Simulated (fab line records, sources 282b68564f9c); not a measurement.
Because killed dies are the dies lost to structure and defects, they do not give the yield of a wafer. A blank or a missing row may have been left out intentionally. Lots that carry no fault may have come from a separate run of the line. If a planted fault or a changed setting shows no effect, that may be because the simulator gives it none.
The same fault as seen by 2 desks    flow rit cmos    each desk holds nothing but its own numbers, with what lay behind them at the end

== TOOL OWNER'S DESK, litho track-02 ==
The tool's own readings at RIT_PRETRO_SOFTBAKE_02 (time 60 s): means of the sampled wafers that have a number, for each lot that ran on this tool. A lot is out of limits, marked OUT, if its mean lies more than 4 standard deviations from the usual mean; the brackets give that distance.
Columns: A = heater power total W at RIT_PRETRO_SOFTBAKE_02, usual 34.56 W; B = run length s at RIT_PRETRO_SOFTBAKE_02, usual 89.12 s
lot   first seen here  A                B
L473  day 2 10:49      34.56            88.92
L479  day 3 13:22      34.61            88.90
L482  day 4 03:49      34.56            88.96
L489  day 5 14:50      34.51            88.84
L491  day 6 01:41      34.57            88.90
L492  day 6 06:34      37.03 (+45) OUT  76.05 (-59) OUT
L493  day 6 11:34      36.97 (+44) OUT  76.08 (-59) OUT
This desk finds L492, L493 out of limits, L492 being first, at day 6 06:34 (heater power total W at RIT_PRETRO_SOFTBAKE_02). In limits: L473, L479, L482, L489, L491.

== FROM THE METROLOGY DESK ==
What the gauges read for every lot (on any tool): the sampled wafers with a number, averaged. A lot is out of limits, marked OUT, if its mean lies more than 4 standard deviations from the usual mean; the brackets give that distance.
Columns: A = INCOMING_BOW at RIT_ACTIVE_BOW_MEAS_00, usual 0 um; B = cd nm at RIT_ACTIVE_CD_MEAS_11, usual 1401.2 nm; C = GATE_OXIDE_THK at RIT_GATE_THK_MEAS_07, usual 3.01 nm
lot   first seen here  A   B       C
L473  day 1 10:00      6   1401.4  3.00
L475  day 1 20:00      2   1402.1  2.96
L476  day 2 01:01      1   1402.1  3.02
L477  day 2 06:01      3   1403.4  2.99
L479  day 2 16:01      2   1403.7  2.96
L481  day 3 02:00      1   1399.6  2.93
L482  day 3 07:00      0   1400.0  3.08
L486  day 4 03:01      -1  1402.8  3.07
L489  day 4 18:00      2   1404.2  3.05
L490  day 4 23:02      -2  1402.1  3.03
L491  day 5 04:02      6   1403.0  3.08
L492  day 5 09:01      -5  1399.5  2.95
L493  day 5 14:00      -1  1400.1  3.06
L496  day 6 05:01      3   1398.5  2.89
This desk found nothing out of limits on any of the 14 lots.

== ALL TOGETHER ==
At day 6 06:34, on L492, L493, the tool owner's desk was in a position to raise an alarm.
From the metrology desk's view, nothing was out of limits.
The metrology desk holds a record of L492, L493, inside its limits.
On litho track-02, each named lot ran RIT_PRETRO_SOFTBAKE_02.

== WHAT THE SIMULATOR HAD INSERTED ==
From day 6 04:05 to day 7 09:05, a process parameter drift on litho track-02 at RIT_PRETRO_SOFTBAKE_02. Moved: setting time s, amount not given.
Shown lots that were struck: L492, L493.
Each desk's first reading out of limits, in hours after the fault started: the tool owner's desk, 2.
